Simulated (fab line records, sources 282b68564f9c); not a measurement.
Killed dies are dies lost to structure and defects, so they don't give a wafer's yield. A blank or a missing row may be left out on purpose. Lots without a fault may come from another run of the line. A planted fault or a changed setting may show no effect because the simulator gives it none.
A struck lot beside a sound one | flow rit_cmos | 18 steps out of a route of 202
Sound: wafers L624.1, L624.5, L624.6. Struck: wafers L641.1, L641.4, L641.6. The cause comes at the end.
At each step with rows: each side's tool, then ch and its chambers, then its first start. Under that, the readings that differ: sound wafers | struck wafers | difference of the means | sigmas: that difference in standard deviations of wafers without a fault.
alike: readings whose means differ by less than 2 such deviations, and words and numbers that are the same on both sides. not compared: withheld readings, readings that some wafer has no value for, bounds like >300 that may hide the same value, and numbers for which the record gives no deviation and whose values overlap.
The two part at a step that has a row with sigmas, a row that says differs or no value, or rows on one side only. Numbers that don't overlap but have no deviation are shown without sigmas and don't part them. A reading that every wafer of one side lacks parts them only if that side has two wafers or more.

first, 2 steps without rows for these wafers: RIT_ACTIVE_CLEAN_17 (cleans in SC2, time 600 s); RIT_FOX1_OXIDATION_00 (target thk 350.7 nm, ox time 1130 s).
RIT_FOX1_THK_MEAS_01:
  sound on film_metro-01, day 2 10:29; struck on film_metro-04, day 5 23:22
  alike: FOX1_OXIDE_THK
then, 2 steps without rows for these wafers: RIT_FOX1_WET_ETCH_02 (etches SiO2 in BOE, target depth 350 nm, time 390 s); RIT_FOX2_OXIDATION_00 (target thk 350.7 nm, ox time 1130 s).
RIT_FOX2_THK_MEAS_01:
  sound on film_metro-04, day 2 13:34; struck on film_metro-03, day 6 00:51
  alike: FOX2_OXIDE_THK
then, 2 steps without rows for these wafers: RIT_FOX2_CLEAN_02 (cleans in dHF, time 180 s); RIT_FOX2_WET_ETCH_03 (etches Si3N4 in H3PO4, target depth 195 nm, time 2700 s).
RIT_FOX2_THK_MEAS_90:
  sound on film_metro-03, day 2 14:26; struck on film_metro-03, day 6 01:44
  alike: FIELD_OXIDE_LEFT_1_THK
then, 3 steps without rows for these wafers: RIT_NWELL_HMDS_00 (prime time 60 s); RIT_NWELL_COAT_01 (resist thk 1300 nm); RIT_NWELL_SOFTBAKE_02 (time 60 s).
RIT_NWELL_EXPOSE_03: exposes mask M2, target cd 43900 nm.
  sound on iline_stepper-01 ch 0, day 2 14:57; struck on iline_stepper-01 ch 0, day 6 02:14
  reading                       | sound             | struck            | difference | sigmas
  model.NWELL.overlay_x_nm (nm) | -2.27 -2.27 -2.27 | 4.476 4.476 4.476 | +6.746     |
  alike: mask
then, 2 steps without rows for these wafers: RIT_NWELL_PEB_04; RIT_NWELL_DEVELOP_05 (develop time 68 s).
RIT_NWELL_OVL_MEAS_06:
  sound on overlay-01, day 2 15:23; struck on overlay-02, day 6 02:40
  reading        | sound          | struck      | difference | sigmas
  NWELL_OVL (nm) | -2.0 -1.6 -0.7 | 2.5 3.6 3.6 | +4.7       | +4
then, 1 step without rows for these wafers: RIT_NWELL_HARDBAKE_07 (time 120 s).
-- the record jumps here: 2 days lie between the struck wafers' starts before and after (it left off in module NWELL and takes up again in module M1, whose first step shown is number 202 of the route) --
RIT_M1_PROBE_99:
  sound on prober-01, day 4 09:13; struck on prober-01, day 8 11:54
  alike: killed_at_front_end, killed_dies, killed_on_rim, killed_open, killed_short

WHERE THEY PART
Only at RIT_NWELL_OVL_MEAS_06, within this record. Later steps at which nothing parts them and some readings are alike: RIT_M1_PROBE_99.

WHY: what the simulator had put in
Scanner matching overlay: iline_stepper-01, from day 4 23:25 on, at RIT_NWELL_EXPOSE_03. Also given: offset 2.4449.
